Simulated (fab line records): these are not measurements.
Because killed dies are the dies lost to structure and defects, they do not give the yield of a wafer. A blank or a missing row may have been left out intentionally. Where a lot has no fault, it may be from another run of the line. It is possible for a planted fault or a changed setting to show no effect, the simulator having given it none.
Comparing a struck lot with a sound one	flow rit cmos	21 out of 202 route steps
Sound: wafers L218.1, L218.2, L218.3. Wafers L235.1, L235.3, L235.4 were the ones struck. The cause is given at the end.
For every step that has rows: the tool of each side, followed by ch and its chambers, followed by its first start. Under that, the readings that differ: sound wafers	struck wafers	difference of the means	sigmas: that difference in standard deviations of wafers without a fault.
alike: readings with means less than 2 such deviations apart, plus words and numbers identical on both sides. not compared: withheld readings, readings lacking a value on some wafer, bounds such as >300 that could conceal the same value, and numbers that have no deviation in the record and whose values overlap.
The two part at a step that has a row with sigmas, a row that says differs or no value, or rows on one side only. When numbers do not overlap yet have no deviation, they are printed without sigmas and do not part them. Lack of a reading on every wafer of one side parts them only where that side has two or more wafers.

first, 6 steps without rows for these wafers: RIT_NWELL_HMDS_00 (prime time 60 s); RIT_NWELL_COAT_01 (resist thk 1300 nm); RIT_NWELL_SOFTBAKE_02 (time 60 s); RIT_NWELL_EXPOSE_03 (exposes mask M2, target cd 43900 nm); RIT_NWELL_PEB_04; RIT_NWELL_DEVELOP_05 (develop time 68 s).
RIT_NWELL_OVL_MEAS_06:
  sound on overlay-02 at day 2 13:29; struck on overlay-01 at day 6 07:24
  alike: NWELL_OVL
then, 2 steps without rows for these wafers: RIT_NWELL_HARDBAKE_07 (time 120 s); RIT_NWELL_IMPLANT_08.
RIT_NWELL_STRIP_09: strips in O2, time 180 s.
  sound on plasma asher-01 ch 0,1, day 2 13:55; struck on plasma asher-03 ch 0,1, day 6 07:50
  alike: drypump motor current A
  not compared: rf hours counter h
RIT_NWELL_TW_MEAS_10:
  sound on film metro-04 at day 2 14:05; struck on film metro-03 at day 6 08:01
reading	sound	struck	difference	sigmas
NWELL_TW	2103 2114 2121	2157 2146 2167	+44	+2
then, 1 step without rows for these wafers: RIT_PWELL_HMDS_00 (prime time 60 s).
RIT_PWELL_COAT_01: resist thk 1300 nm.
  sound on litho track-04 ch 0, day 2 14:18; struck on litho track-04 ch 0, day 6 08:13
reading	sound	struck	difference	sigmas
model.NOVOLAK_of_PWELL_COAT_01.thk nm (nm)	1301 1300 1303	1495 1500 1490	+194	
  alike: chill plate temp C
then, 4 steps without rows for these wafers: RIT_PWELL_SOFTBAKE_02 (time 60 s); RIT_PWELL_EXPOSE_03 (exposes mask M3, target cd 43700 nm); RIT_PWELL_PEB_04; RIT_PWELL_DEVELOP_05 (develop time 68 s).
RIT_PWELL_OVL_MEAS_06:
  sound on overlay-02 at day 2 15:02; struck on overlay-01 at day 6 09:05
  alike: PWELL_OVL
RIT_PWELL_HARDBAKE_07: time 120 s.
  sound on litho track-01 ch 0, day 2 15:04; struck on litho track-04 ch 0, day 6 09:20
reading	sound	struck	difference	sigmas
model.NOVOLAK_of_PWELL_COAT_01.thk nm (nm)	1138 1137 1140	1305 1309 1300	+166	
  alike: chill plate temp C, heater power total W
after that, 1 step had no rows for these wafers: RIT_PWELL_IMPLANT_08.
RIT_M1_PROBE_99:
  rows exist in the record for the sound wafers here (prober-01, day 4 02:44), none for the struck ones

WHERE THEY PART
First at RIT_NWELL_TW_MEAS_10; last, within this record, at RIT_M1_PROBE_99.

WHY: the cause the simulator had injected
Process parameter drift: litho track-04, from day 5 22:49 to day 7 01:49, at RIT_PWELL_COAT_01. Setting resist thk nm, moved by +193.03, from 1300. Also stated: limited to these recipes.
